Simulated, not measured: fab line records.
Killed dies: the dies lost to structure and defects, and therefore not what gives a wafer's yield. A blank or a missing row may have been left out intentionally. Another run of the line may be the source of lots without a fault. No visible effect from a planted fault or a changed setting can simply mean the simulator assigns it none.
Which tool did it?	flow berkeley_cmos170	7 lots with 21 wafers sampled at 2 steps, on a route of 331 steps

## WHAT THE GAUGES SHOWED, per wafer
UCB170_PFIELD_TW_MEAS_09.
lot	measured	on	PFIELD_TW
L761	day 5 03:08	film_metro-01	603 604 603
L763	day 5 18:34	film_metro-04	602 608 603
L765	day 6 07:58	film_metro-01	605 604 602
L768	day 6 12:20	film_metro-04	604 602 602
L773	day 7 19:30	film_metro-04	705 705 703
L776	day 8 11:49	film_metro-01	700 697 694
L782	day 9 09:13	film_metro-02	609 610 609

## WHAT TOOL EACH LOT RAN ON (gives the tool, then ch and the chambers of the sampled wafers, and finally the start)
lot	UCB170_PFIELD_IMPLANT_07
L761	implanter-02 ch 0, day 5 02:53
L763	implanter-02 ch 0, day 5 18:19
L765	implanter-03 ch 0, day 6 07:44
L768	implanter-03 ch 0, day 6 12:05
L773	implanter-03 ch 0, day 7 19:16
L776	implanter-03 ch 0, day 8 11:34
L782	implanter-01 ch 0, day 9 08:59
- UCB170_PFIELD_IMPLANT_07

## THE ANSWER, worked out from the rows above alone
Rule: the usual values come from the lots themselves. The widest of any qualifying gaps counts: lots, ordered by their means at a reading, are off when they make up no more than a third of the lots, leave a main group of 4 or more, and stand apart from it by 3 or more times the standard deviation of that group's means. A main group whose means are all the same, to the digits that the tables above print for the reading, isn't used. A lot without any number at a reading at which 4 lots or more have one is off too. The other lots that the step has rows for count as sound.
Off: L773, L776, at UCB170_PFIELD_TW_MEAS_09 (PFIELD_TW). Main group: mean 605, sd 2.4.
A tool fits if, at a process step before that reading, it ran every lot that is off, and no sound lot after the first of them. Gauges at UCB170_PFIELD_TW_MEAS_09: tried the same way as those tools. One fits: implanter-03 at UCB170_PFIELD_IMPLANT_07. Its last sound lot is L768 (day 6 12:05), its first lot that is off L773 (day 7 19:16): a fault that began between those two fits.

## WHAT WAS PUT IN BY THE SIMULATOR
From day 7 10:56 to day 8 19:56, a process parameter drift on implanter-03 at UCB170_PFIELD_IMPLANT_07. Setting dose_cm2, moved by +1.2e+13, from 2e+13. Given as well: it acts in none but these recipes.
Shown lots that were struck: L773, L776. The same result came from the rule above.
